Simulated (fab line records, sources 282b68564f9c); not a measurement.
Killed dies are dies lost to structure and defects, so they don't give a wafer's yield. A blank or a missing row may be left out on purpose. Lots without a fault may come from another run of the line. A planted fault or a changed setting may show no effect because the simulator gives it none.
Problem report in the 8D (eight disciplines) form, filled by code | flow rit_cmos | the parts of the form that need people (team, actions taken, sign-off) are left out

1. THE PROBLEM
beam_energy_keV at RIT_NSD_IMPLANT_08 reads a mean of 25.324 on 6 wafers of 2 lots; wafers without a fault read 25.000 with a standard deviation of 0.0081. That is +40 standard deviations from the usual mean.
First seen on wafer L555.2, day 5 16:59, on implanter-03. The record holds 42 wafers of 14 lots with a number at this step. Rule for "out", or "out of limits": more than 4 standard deviations from the usual mean. The other wafers with a number count as sound.

2. WHAT IT IS AND WHAT IT IS NOT
question                    | is                     | is not
which readings at this step | beam_energy_keV        | -
which lots                  | L555, L556             | L542, L543, L544, L550, L551, L552, L553, L559, L561, L562, L563, L565
which wafers of those lots  | all that have a number | -
read on which tools         | implanter-03           | implanter-01, implanter-04
when                        | from day 5 16:59       | up to then (21 sound wafers); but 15 sound wafers of L559, L561, L562, L563, L565 came after

3. SUSPECTS, AND WHAT RULES EACH OUT
Counting: a tool at a process step up to the reading stays a suspect if it ran every lot that is out and no sound lot after the first of them.
- implanter-03 at RIT_NSD_IMPLANT_08: kept. It ran every lot that is out, first L555 (day 5 16:59), and no sound lot after that; its last sound lot up to then is L553 (day 5 09:14). Its own readings are out on those wafers: beam_energy_keV.
Left after counting: implanter-03 at RIT_NSD_IMPLANT_08.

4. THE CAUSE (what the simulator had put in)
Process parameter drift: implanter-03, from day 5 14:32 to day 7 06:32, at RIT_NSD_IMPLANT_08. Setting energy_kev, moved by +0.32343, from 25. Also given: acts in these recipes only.
Counting left only this tool.

5. THE CHAIN OF EFFECTS, in route order
Each row: a reading whose mean over the struck wafers that have a number lies more than 3 standard deviations from the usual. Only readings for which the record gives a usual standard deviation are gone through. hours: the time from each lot's start at the first step in this table that gives one to its start at this step, as a median over the lots. sigmas: the change in usual standard deviations.
hours | step               | reading         | usual  | on struck wafers | change | sigmas
0     | RIT_NSD_IMPLANT_08 | beam_energy_keV | 25.000 | 25.324           | +0.324 | +40
The process steps in it:
- RIT_NSD_IMPLANT_08

6. WHAT WOULD HAVE CAUGHT IT SOONER
In this record the first reading out of limits was taken at day 5 16:59, 2 hours after the fault began at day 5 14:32.
